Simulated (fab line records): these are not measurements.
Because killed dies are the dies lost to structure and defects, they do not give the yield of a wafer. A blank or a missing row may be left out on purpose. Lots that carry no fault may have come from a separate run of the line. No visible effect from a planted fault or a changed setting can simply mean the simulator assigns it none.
Which tool was responsible? || flow rit-cmos || 13 lots with 39 wafers sampled at 2 steps, on a route of 202 steps

== WHAT THE GAUGES SHOWED, per wafer ==
The record holds no reading of a measuring or inspecting step that can be judged against a usual standard deviation.

== WHICH TOOL RAN EACH LOT (tool, then ch and the chambers of the sampled wafers, then the start) ==
{"lot": "L203", "RIT_PRETRO_STRIP_09": "plasma-asher-04 ch 0,1, day 2 09:23", "RIT_M1_PROBE_99": "prober-01, day 3 10:58"}
{"lot": "L206", "RIT_PRETRO_STRIP_09": "plasma-asher-02 ch 0,1, day 3 01:01", "RIT_M1_PROBE_99": "prober-02, day 4 07:28"}
{"lot": "L207", "RIT_PRETRO_STRIP_09": "plasma-asher-04 ch 0,1, day 3 06:32", "RIT_M1_PROBE_99": "prober-01, day 4 13:26"}
{"lot": "L208", "RIT_PRETRO_STRIP_09": "plasma-asher-04 ch 0,1, day 3 11:34", "RIT_M1_PROBE_99": "prober-02, day 4 16:37"}
{"lot": "L209", "RIT_PRETRO_STRIP_09": "plasma-asher-02 ch 0,1, day 3 15:39", "RIT_M1_PROBE_99": "prober-01, day 4 21:34"}
{"lot": "L210", "RIT_PRETRO_STRIP_09": "plasma-asher-01 ch 0,1, day 3 20:48", "RIT_M1_PROBE_99": "prober-02, day 5 02:14"}
{"lot": "L212", "RIT_PRETRO_STRIP_09": "plasma-asher-01 ch 0,1, day 4 09:55", "RIT_M1_PROBE_99": "prober-02, day 5 15:01"}
{"lot": "L215", "RIT_PRETRO_STRIP_09": "plasma-asher-04 ch 0,1, day 4 23:58", "RIT_M1_PROBE_99": "prober-01, day 6 02:25"}
{"lot": "L216", "RIT_PRETRO_STRIP_09": "plasma-asher-04 ch 0,1, day 5 04:52", "RIT_M1_PROBE_99": "prober-02, day 6 08:55"}
{"lot": "L217", "RIT_PRETRO_STRIP_09": "plasma-asher-04 ch 0,1, day 5 14:23", "RIT_M1_PROBE_99": "prober-02, day 7 01:16"}
{"lot": "L219", "RIT_PRETRO_STRIP_09": "plasma-asher-02 ch 0,1, day 5 20:47", "RIT_M1_PROBE_99": "prober-01, day 7 08:15"}
{"lot": "L222", "RIT_PRETRO_STRIP_09": "plasma-asher-02 ch 0,1, day 6 14:17", "RIT_M1_PROBE_99": "prober-02, day 8 01:47"}
{"lot": "L226", "RIT_PRETRO_STRIP_09": "plasma-asher-02 ch 0,1, day 7 17:51", "RIT_M1_PROBE_99": "prober-01, day 9 03:54"}
- RIT_PRETRO_STRIP_09: strips in O2, time 180 s.
- RIT_M1_PROBE_99

== WHAT THE TOOLS THEMSELVES READ (means of the sampled wafers that have a number; where no wafer has one, the mark that the record gives instead) ==
RIT_PRETRO_STRIP_09.
{"lot": "L203", "tool": "plasma-asher-04", "drypump-motor-current-A (A)": 5.6, "run-length-s (s)": 208.5}
{"lot": "L206", "tool": "plasma-asher-02", "drypump-motor-current-A (A)": 6.2, "run-length-s (s)": 208.4}
{"lot": "L207", "tool": "plasma-asher-04", "drypump-motor-current-A (A)": 5.6, "run-length-s (s)": 208.1}
{"lot": "L208", "tool": "plasma-asher-04", "drypump-motor-current-A (A)": 5.6, "run-length-s (s)": 208.1}
{"lot": "L209", "tool": "plasma-asher-02", "drypump-motor-current-A (A)": 6.2, "run-length-s (s)": 208.4}
{"lot": "L210", "tool": "plasma-asher-01", "drypump-motor-current-A (A)": 5.7, "run-length-s (s)": 208.5}
{"lot": "L212", "tool": "plasma-asher-01", "drypump-motor-current-A (A)": 5.6, "run-length-s (s)": 208.4}
{"lot": "L215", "tool": "plasma-asher-04", "drypump-motor-current-A (A)": 5.6, "run-length-s (s)": 208.2}
{"lot": "L216", "tool": "plasma-asher-04", "drypump-motor-current-A (A)": 5.9, "run-length-s (s)": 208.3}
{"lot": "L217", "tool": "plasma-asher-04", "drypump-motor-current-A (A)": 5.9, "run-length-s (s)": 27.2}
{"lot": "L219", "tool": "plasma-asher-02", "drypump-motor-current-A (A)": 6.2, "run-length-s (s)": 208.4}
{"lot": "L222", "tool": "plasma-asher-02", "drypump-motor-current-A (A)": 6.2, "run-length-s (s)": 208.4}
{"lot": "L226", "tool": "plasma-asher-02", "drypump-motor-current-A (A)": 6.2, "run-length-s (s)": 208.4}

RIT_M1_PROBE_99.
{"lot": "L203", "tool": "prober-01", "killed-at-front-end": 8, "killed-dies": 8, "killed-on-rim": 3.0, "killed-open": 4.7, "killed-short": 3.7}
{"lot": "L206", "tool": "prober-02", "killed-at-front-end": 7, "killed-dies": 7, "killed-on-rim": 1.3, "killed-open": 4.0, "killed-short": 2.7}
{"lot": "L207", "tool": "prober-01", "killed-at-front-end": 6, "killed-dies": 6, "killed-on-rim": 1.7, "killed-open": 3.3, "killed-short": 3.0}
{"lot": "L208", "tool": "prober-02", "killed-at-front-end": 5, "killed-dies": 5, "killed-on-rim": 2.0, "killed-open": 2.3, "killed-short": 2.3}
{"lot": "L209", "tool": "prober-01", "killed-at-front-end": 7, "killed-dies": 7, "killed-on-rim": 1.7, "killed-open": 3.7, "killed-short": 3.0}
{"lot": "L210", "tool": "prober-02", "killed-at-front-end": 5, "killed-dies": 5, "killed-on-rim": 2.0, "killed-open": 2.0, "killed-short": 3.0}
{"lot": "L212", "tool": "prober-02", "killed-at-front-end": 5, "killed-dies": 5, "killed-on-rim": 0.3, "killed-open": 2.0, "killed-short": 3.0}
{"lot": "L215", "tool": "prober-01", "killed-at-front-end": 7, "killed-dies": 7, "killed-on-rim": 1.7, "killed-open": 3.3, "killed-short": 3.3}
{"lot": "L216", "tool": "prober-02", "killed-at-front-end": 5, "killed-dies": 5, "killed-on-rim": 1.7, "killed-open": 2.3, "killed-short": 3.0}
{"lot": "L217", "tool": "prober-02", "killed-at-front-end": 264, "killed-dies": 264, "killed-on-rim": 70.0, "killed-open": 1.3, "killed-short": 4.7}
{"lot": "L219", "tool": "prober-01", "killed-at-front-end": 5, "killed-dies": 5, "killed-on-rim": 2.3, "killed-open": 2.3, "killed-short": 3.0}
{"lot": "L222", "tool": "prober-02", "killed-at-front-end": 12, "killed-dies": 12, "killed-on-rim": 3.3, "killed-open": 6.0, "killed-short": 5.7}
{"lot": "L226", "tool": "prober-01", "killed-at-front-end": 7, "killed-dies": 7, "killed-on-rim": 2.0, "killed-open": 3.7, "killed-short": 3.7}

== THE ANSWER, worked out from the rows above alone ==
Rule: usual is defined by the lots themselves. The widest of any qualifying gaps counts: lots, ordered by their means at a reading, are off when they make up no more than a third of the lots, leave a main group of 4 or more, and stand apart from it by 3 or more times the standard deviation of that group's means. The tables above print the reading to a certain number of digits; a main group whose means all agree to those digits is not used. Also off: a lot with no number at a reading for which 4 or more lots have one. All remaining lots with rows at the step are treated as sound. The gauges are gone through in route order, then the tools' own readings, and for those a lot's mean is taken as printed above. The first step at which some lot is off is used, and at that step the reading that is off furthest; a lot without a number counts as furthest.
Off: L217 (RIT_PRETRO_STRIP_09, run-length-s). The main group: mean 208.3 s, standard deviation 0.13.
A tool fits if, at that step or a process step before it, it ran every lot that is off, and no sound lot after the first of them. One candidate fits, namely plasma-asher-04 at RIT_PRETRO_STRIP_09. A fault onset in the window from L216 (day 5 04:52, its last sound lot) to L217 (day 5 14:23, its first lot off) fits.
The tool's own readings at RIT_PRETRO_STRIP_09 bear it out: on the lots that are off they differ by more than 5 times the standard deviation of the sound lots' means. run-length-s reads 27.2 s there against 208.3 s on the sound lots.

== WHAT THE SIMULATOR PUT IN ==
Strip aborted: plasma-asher-04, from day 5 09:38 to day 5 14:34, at RIT_PRETRO_STRIP_09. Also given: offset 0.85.
Shown lots that were struck: L217. The rule given above showed the same thing.
